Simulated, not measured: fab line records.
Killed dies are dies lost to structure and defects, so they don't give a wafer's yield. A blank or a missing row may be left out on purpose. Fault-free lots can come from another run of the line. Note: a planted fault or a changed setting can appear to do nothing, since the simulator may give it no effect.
What tool caused it? :: flow berkeleyCmos170 :: Sampling: 11 lots, 33 wafers, 6 of 331 route steps

WHAT THE GAUGES SHOWED, per wafer
UCB170_CONTACT_THK_MEAS_02. Usual: CONTACT_PSG_THK gives 700 nm (standard deviation 7.9).
lot: L389
measured: day 6 20:07
on: filmMetro-03
CONTACT_PSG_THK (nm): 705 705 706
flag: 

lot: L391
measured: day 7 04:55
on: filmMetro-03
CONTACT_PSG_THK (nm): 703 703 704
flag: 

lot: L390
measured: day 7 06:41
on: filmMetro-03
CONTACT_PSG_THK (nm): 702 702 704
flag: 

lot: L393
measured: day 7 14:29
on: filmMetro-04
CONTACT_PSG_THK (nm): 718 717 713
flag: 

lot: L392
measured: day 7 14:55
on: filmMetro-02
CONTACT_PSG_THK (nm): 688 695 688
flag: 

lot: L394
measured: day 8 04:40
on: filmMetro-02
CONTACT_PSG_THK (nm): 703 705 705
flag: 

lot: L395
measured: day 8 06:26
on: filmMetro-02
CONTACT_PSG_THK (nm): 695 693 695
flag: 

lot: L398
measured: day 8 15:07
on: filmMetro-03
CONTACT_PSG_THK (nm): 713 717 711
flag: 

lot: L400
measured: day 9 08:53
on: filmMetro-02
CONTACT_PSG_THK (nm): 957 953 954
flag: OFF

lot: L409
measured: day 11 03:06
on: filmMetro-03
CONTACT_PSG_THK (nm): 694 699 694
flag: 

lot: L412
measured: day 11 19:41
on: filmMetro-03
CONTACT_PSG_THK (nm): 692 694 700
flag: 

UCB170_V2_BOW_MEAS_03. Usual: V2_BOW gives 36 um (standard deviation 7.5).
lot: L389
measured: day 7 11:17
on: filmMetro-03
V2_BOW (um): 42 40 28
flag: 

lot: L391
measured: day 7 22:21
on: filmMetro-04
V2_BOW (um): 18 26 29
flag: 

lot: L390
measured: day 7 22:41
on: filmMetro-03
V2_BOW (um): 44 40 27
flag: 

lot: L393
measured: day 8 06:58
on: filmMetro-02
V2_BOW (um): 33 37 35
flag: 

lot: L392
measured: day 8 06:52
on: filmMetro-04
V2_BOW (um): 43 38 42
flag: 

lot: L394
measured: day 8 17:49
on: filmMetro-02
V2_BOW (um): 34 30 35
flag: 

lot: L395
measured: day 8 20:36
on: filmMetro-03
V2_BOW (um): 41 45 38
flag: 

lot: L398
measured: day 9 07:49
on: filmMetro-04
V2_BOW (um): 39 29 36
flag: 

lot: L409
measured: day 11 19:55
on: filmMetro-04
V2_BOW (um): 36 24 37
flag: 

lot: L412
measured: day 12 11:05
on: filmMetro-03
V2_BOW (um): 52 37 28
flag: 

UCB170_M3_CD_MEAS_15 targets a cd of 700 nm. Usual: cdNm 699.6 nm, standard deviation 1.5.
lot: L389
measured: day 7 15:25
on: cdSem-02
cdNm (nm): 700.8 700.5 698.9
flag: 

lot: L391
measured: day 8 02:43
on: cdSem-01
cdNm (nm): 701.7 702.3 701.1
flag: 

lot: L390
measured: day 8 02:56
on: cdSem-02
cdNm (nm): 700.2 701.1 700.2
flag: 

lot: L393
measured: day 8 12:05
on: cdSem-01
cdNm (nm): 696.3 698.1 699.2
flag: 

lot: L392
measured: day 8 12:25
on: cdSem-02
cdNm (nm): 700.7 701.4 700.1
flag: 

lot: L394
measured: day 8 21:42
on: cdSem-01
cdNm (nm): 701.0 701.1 701.0
flag: 

lot: L395
measured: day 9 01:11
on: cdSem-02
cdNm (nm): 699.9 698.0 699.6
flag: 

lot: L398
measured: day 9 13:01
on: cdSem-01
cdNm (nm): 698.6 699.1 699.0
flag: 

lot: L409
measured: day 12 00:11
on: cdSem-01
cdNm (nm): 699.2 700.0 700.2
flag: 

lot: L412
measured: day 12 15:07
on: cdSem-02
cdNm (nm): 699.1 701.0 701.8
flag: 

TOOL THAT RAN EACH LOT (tool first, then ch and the chambers of the sampled wafers, then the start)
lot: L389
UCB170_NLDD_PEB_04: lithoTrack-01 ch 0, day 6 05:23
UCB170_CONTACT_CVD_01: lpcvd-02 ch 1, day 6 18:19
UCB170_CONTACT_ETCH_18: rieDiel-03 ch 1,3, day 7 11:17 or earlier

lot: L391
UCB170_NLDD_PEB_04: lithoTrack-03 ch 0, day 6 15:52
UCB170_CONTACT_CVD_01: lpcvd-01 ch 0, day 7 03:07
UCB170_CONTACT_ETCH_18: rieDiel-02 ch 1,2,3, day 7 22:21 or earlier

lot: L390
UCB170_NLDD_PEB_04: lithoTrack-01 ch 0, day 6 16:06
UCB170_CONTACT_CVD_01: lpcvd-01 ch 0, day 7 04:54
UCB170_CONTACT_ETCH_18: rieDiel-03 ch 0,1,3, day 7 22:41 or earlier

lot: L393
UCB170_NLDD_PEB_04: lithoTrack-01 ch 0, day 6 23:01
UCB170_CONTACT_CVD_01: lpcvd-02 ch 0, day 7 12:42
UCB170_CONTACT_ETCH_18: rieDiel-03 ch 0,2,3, day 8 06:58 or earlier

lot: L392
UCB170_NLDD_PEB_04: lithoTrack-04 ch 0, day 6 23:55
UCB170_CONTACT_CVD_01: lpcvd-01 ch 1, day 7 13:06
UCB170_CONTACT_ETCH_18: rieDiel-01 ch 0,1,2, day 8 06:52 or earlier

lot: L394
UCB170_NLDD_PEB_04: lithoTrack-03 ch 0, day 7 12:32
UCB170_CONTACT_CVD_01: lpcvd-01 ch 0, day 8 02:53
UCB170_CONTACT_ETCH_18: rieDiel-02 ch 0,3, day 8 17:49 or earlier

lot: L395
UCB170_NLDD_PEB_04: lithoTrack-01 ch 0, day 7 12:57
UCB170_CONTACT_CVD_01: lpcvd-01 ch 0, day 8 04:40
UCB170_CONTACT_ETCH_18: rieDiel-01 ch 2,3, day 8 20:36 or earlier

lot: L398
UCB170_NLDD_PEB_04: lithoTrack-01 ch 0, day 8 00:56
UCB170_CONTACT_CVD_01: lpcvd-01 ch 1, day 8 12:26
UCB170_CONTACT_ETCH_18: rieDiel-01 ch 0,2,3, day 9 07:49 or earlier

lot: L400
UCB170_NLDD_PEB_04: lithoTrack-04 ch 0, day 8 15:09
UCB170_CONTACT_CVD_01: lpcvd-02 ch 0, day 9 07:05
UCB170_CONTACT_ETCH_18: rieDiel-03 ch 1,2, no start

lot: L409
UCB170_NLDD_PEB_04: lithoTrack-04 ch 0, day 10 14:44
UCB170_CONTACT_CVD_01: lpcvd-01 ch 1, day 11 01:19
UCB170_CONTACT_ETCH_18: rieDiel-02 ch 0,1,2, day 11 19:55 or earlier

lot: L412
UCB170_NLDD_PEB_04: lithoTrack-04 ch 0, day 10 22:38
UCB170_CONTACT_CVD_01: lpcvd-01 ch 0, day 11 17:53
UCB170_CONTACT_ETCH_18: rieDiel-02 ch 2,3, day 12 11:05 or earlier
- UCB170_NLDD_PEB_04
- UCB170_CONTACT_CVD_01: deposits PSG from SiH4/O2/PH3, target thk 700 nm, time 2820 s.
- UCB170_CONTACT_ETCH_18: etches PSG in CHF3/CF4/Ar, stops on TiSi2, target depth 840 nm, time 195 s.

AS READ BY THE TOOLS THEMSELVES (means over the sampled wafers that have a number; for cases with no such wafer, the mark the record gives instead)
UCB170_NLDD_PEB_04. Usual: heaterPowerTotalW 56.82 W, standard deviation 0.047; plateSensorTCentreC 131.41 C, standard deviation 0.0099; plateSensorTEdgeC 131.53 C, standard deviation 0.01; resistLineTempC 23.00 C, standard deviation 0.1.
lot: L389
tool: lithoTrack-01
heaterPowerTotalW (W): 56.80
plateSensorTCentreC (C): 131.41
plateSensorTEdgeC (C): 131.54
resistLineTempC (C): 22.90
flag: 

lot: L391
tool: lithoTrack-03
heaterPowerTotalW (W): 56.80
plateSensorTCentreC (C): 131.41
plateSensorTEdgeC (C): 131.52
resistLineTempC (C): 22.89
flag: 

lot: L390
tool: lithoTrack-01
heaterPowerTotalW (W): 56.82
plateSensorTCentreC (C): 131.41
plateSensorTEdgeC (C): 131.54
resistLineTempC (C): 23.06
flag: 

lot: L393
tool: lithoTrack-01
heaterPowerTotalW (W): 56.85
plateSensorTCentreC (C): 131.41
plateSensorTEdgeC (C): 131.53
resistLineTempC (C): 22.97
flag: 

lot: L392
tool: lithoTrack-04
heaterPowerTotalW (W): 56.84
plateSensorTCentreC (C): 131.41
plateSensorTEdgeC (C): 131.53
resistLineTempC (C): 23.05
flag: 

lot: L394
tool: lithoTrack-03
heaterPowerTotalW (W): 56.83
plateSensorTCentreC (C): 131.41
plateSensorTEdgeC (C): 131.54
resistLineTempC (C): 22.89
flag: 

lot: L395
tool: lithoTrack-01
heaterPowerTotalW (W): 56.80
plateSensorTCentreC (C): 131.41
plateSensorTEdgeC (C): 131.54
resistLineTempC (C): 22.92
flag: 

lot: L398
tool: lithoTrack-01
heaterPowerTotalW (W): 56.78
plateSensorTCentreC (C): 131.40
plateSensorTEdgeC (C): 131.53
resistLineTempC (C): 22.96
flag: 

lot: L400
tool: lithoTrack-04
heaterPowerTotalW (W): 56.83
plateSensorTCentreC (C): 131.40
plateSensorTEdgeC (C): 131.53
resistLineTempC (C): 23.05
flag: 

lot: L409
tool: lithoTrack-04
heaterPowerTotalW (W): 56.80
plateSensorTCentreC (C): 131.40
plateSensorTEdgeC (C): 131.53
resistLineTempC (C): 22.89
flag: 

lot: L412
tool: lithoTrack-04
heaterPowerTotalW (W): 56.79
plateSensorTCentreC (C): 131.41
plateSensorTEdgeC (C): 131.53
resistLineTempC (C): 23.04
flag: 

UCB170_CONTACT_ETCH_18. Usual: drypumpMotorCurrentA 5.7 A, standard deviation 0.48; oesProductAu 0.895 a.u., standard deviation 0.014; throttleValvePct 6.86 %, standard deviation 0.1.
lot: L389
tool: rieDiel-03
drypumpMotorCurrentA (A): 6.3
oesProductAu (a.u.): 0.894
throttleValvePct (%): 6.78
flag: 

lot: L391
tool: rieDiel-02
drypumpMotorCurrentA (A): 5.6
oesProductAu (a.u.): 0.891
throttleValvePct (%): 6.91
flag: 

lot: L390
tool: rieDiel-03
drypumpMotorCurrentA (A): 5.9
oesProductAu (a.u.): 0.894
throttleValvePct (%): 6.78
flag: 

lot: L393
tool: rieDiel-03
drypumpMotorCurrentA (A): 5.8
oesProductAu (a.u.): 0.904
throttleValvePct (%): 6.82
flag: 

lot: L392
tool: rieDiel-01
drypumpMotorCurrentA (A): 5.3
oesProductAu (a.u.): 0.889
throttleValvePct (%): 6.96
flag: 

lot: L394
tool: rieDiel-02
drypumpMotorCurrentA (A): 5.6
oesProductAu (a.u.): 0.898
throttleValvePct (%): 6.98
flag: 

lot: L395
tool: rieDiel-01
drypumpMotorCurrentA (A): 5.2
oesProductAu (a.u.): 0.900
throttleValvePct (%): 6.86
flag: 

lot: L398
tool: rieDiel-01
drypumpMotorCurrentA (A): 5.5
oesProductAu (a.u.): 0.909
throttleValvePct (%): 6.86
flag: 

lot: L400
tool: rieDiel-03
drypumpMotorCurrentA (A): 6.3
oesProductAu (a.u.): 0.993
throttleValvePct (%): 6.74
flag: OFF

lot: L409
tool: rieDiel-02
drypumpMotorCurrentA (A): 5.7
oesProductAu (a.u.): 0.896
throttleValvePct (%): 6.91
flag: 

lot: L412
tool: rieDiel-02
drypumpMotorCurrentA (A): 5.8
oesProductAu (a.u.): 0.872
throttleValvePct (%): 6.90
flag: 

THE ANSWER, worked out from the rows above alone
Rule: a lot counts as off when the mean over its wafers that have a number is more than 3 standard deviations away from the usual mean. Also off: a lot with no number at a reading for which 4 or more lots have one. All remaining lots with rows at the step are treated as sound. First the gauges in route order, then the tools' own readings, where a lot's mean is used as printed above. At the first step where some lot is off, the reading lying furthest off is the one used; lots without a number count as furthest.
Off: at UCB170_CONTACT_THK_MEAS_02 (CONTACT_PSG_THK), L400.
A tool fits if, at a process step before that reading, it ran every lot that is off, and no sound lot after the first of them. The gauges at UCB170_CONTACT_THK_MEAS_02 aren't tried: what is off there is off at UCB170_CONTACT_ETCH_18 too, on other tools, and a gauge's error can't cause that. One candidate fits, namely lpcvd-02 at UCB170_CONTACT_CVD_01. A fault onset in the window from L393 (day 7 12:42, its last sound lot) to L400 (day 9 07:05, its first lot off) fits.

WHAT THE SIMULATOR HAD INSERTED
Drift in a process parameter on lpcvd-02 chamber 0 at UCB170_CONTACT_CVD_01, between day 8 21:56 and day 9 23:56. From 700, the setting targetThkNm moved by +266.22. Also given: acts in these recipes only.
Struck lots among those shown: L400. Same finding as the rule above.
